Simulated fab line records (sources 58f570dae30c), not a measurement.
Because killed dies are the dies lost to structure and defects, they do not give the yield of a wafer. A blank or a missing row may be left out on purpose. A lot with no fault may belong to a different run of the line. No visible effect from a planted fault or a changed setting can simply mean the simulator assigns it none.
Split-lot trial -- flow berkeley cmos170 -- on a route of 331 steps: 5 lots, 23 wafers read

THE SPLIT ITSELF
At UCB170_M3_COAT_10 (resist thk 900 nm), the setting spin rpm was moved away from the recipe's 1500 rpm on 5 of the 23 wafers read, by -7.3% to -4.3%. This setting was run at the recipe's value on the other wafers.

The reading is taken at the split's own step.

THE READING
KrF_of_M3_COAT_10.thk nm (the simulator's own value, which no gauge read), in nm, at UCB170_M3_COAT_10 (resist thk 900 nm). No usual value for it is given in the file. Here, 18 wafers ran the recipe; their average is 900.2 nm with a standard deviation of 2.4 nm.

wafer,"tool, chamber at the split","spin rpm as run, rpm",against the recipe,"KrF_of_M3_COAT_10.thk nm, nm",against lot-mates on the recipe
L074.2,"litho track-01, 0",1500,recipe,896.7,-
L074.3,"litho track-01, 0",1500,recipe,897.4,-
L074.4,"litho track-01, 0",1500,recipe,900.1,-
L074.5,"litho track-01, 0",1500,recipe,898,-
L074.6,"litho track-01, 0",1500,recipe,898.2,-
L076.1,"litho track-04, 0",1500,recipe,900.8,-
L076.2,"litho track-04, 0",1500,recipe,899.6,-
L076.3,"litho track-04, 0",1500,recipe,899.3,-
L076.4,"litho track-04, 0",1500,recipe,900.1,-
L076.5,"litho track-04, 0",1500,recipe,898.9,-
L078.1,"litho track-02, 0",1436,-4.3%,924.4,+19.7
L078.3,"litho track-02, 0",1436,-4.3%,925.5,+20.8
L078.4,"litho track-02, 0",1500,recipe,904.7,-
L078.5,"litho track-02, 0",1436,-4.3%,926.2,+21.5
L078.6,"litho track-02, 0",1500,recipe,904.6,-
L079.3,"litho track-01, 0",1500,recipe,905,-
L079.4,"litho track-01, 0",1500,recipe,902.2,-
L079.6,"litho track-01, 0",1500,recipe,901.4,-
L084.2,"litho track-01, 0",1500,recipe,897.9,-
L084.3,"litho track-01, 0",1391,-7.3%,932.7,+33.6
L084.4,"litho track-01, 0",1500,recipe,900,-
L084.5,"litho track-01, 0",1500,recipe,899.3,-
L084.6,"litho track-01, 0",1391,-7.3%,932.2,+33.1

FIT RESULTS
A straight line over all 23 wafers: KrF_of_M3_COAT_10.thk nm changes by -4.88 nm for each +1% of spin rpm; r = -0.97; the points scatter about the line by 3 nm.
The same after taking each lot's own level away (the mean of its wafers on the recipe; 23 wafers): -4.67 nm for each +1%; r = -1.00; scatter 1 nm.
That fit puts the effect of the largest move of spin rpm on the reading at 34 nm.
Measured against the standard deviation above, the lots' own levels, which go from 898.08 to 904.65 nm, span 2.7 times it.
Hence the lot-to-lot level has little effect on the slope; both slopes agree.
Check: +34.2 nm against its lot-mates is what the line predicts for one of the wafers moved furthest among these (-7.3%) when that wafer is left out of the fit. It came out at +33.6 nm against them.

OTHER SPLITS ON THESE WAFERS
Before the reading, these wafers also passed through other splits. Each is held against what the fit with the lots' levels taken away leaves over:
other split on the same wafers,wafers away from the commonest value,r with KrF_of_M3_COAT_10.thk nm (lot level and that fit taken away)
UCB170_M1_SPUTTER_00 power w,8,+0.16
UCB170_M2_SPUTTER_01 time s,6,+0.13
UCB170_M2_METAL_ETCH_18 over etch frac,8,-0.19
UCB170_V2_PEB_10 peb temp c,5,+0.05
UCB170_V2_ETCH_14 rf w,10,-0.11

FILE'S OWN FIT
KrF_of_M3_COAT_10.thk nm changes by -4.66 nm for each +1% of spin rpm, r = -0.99.
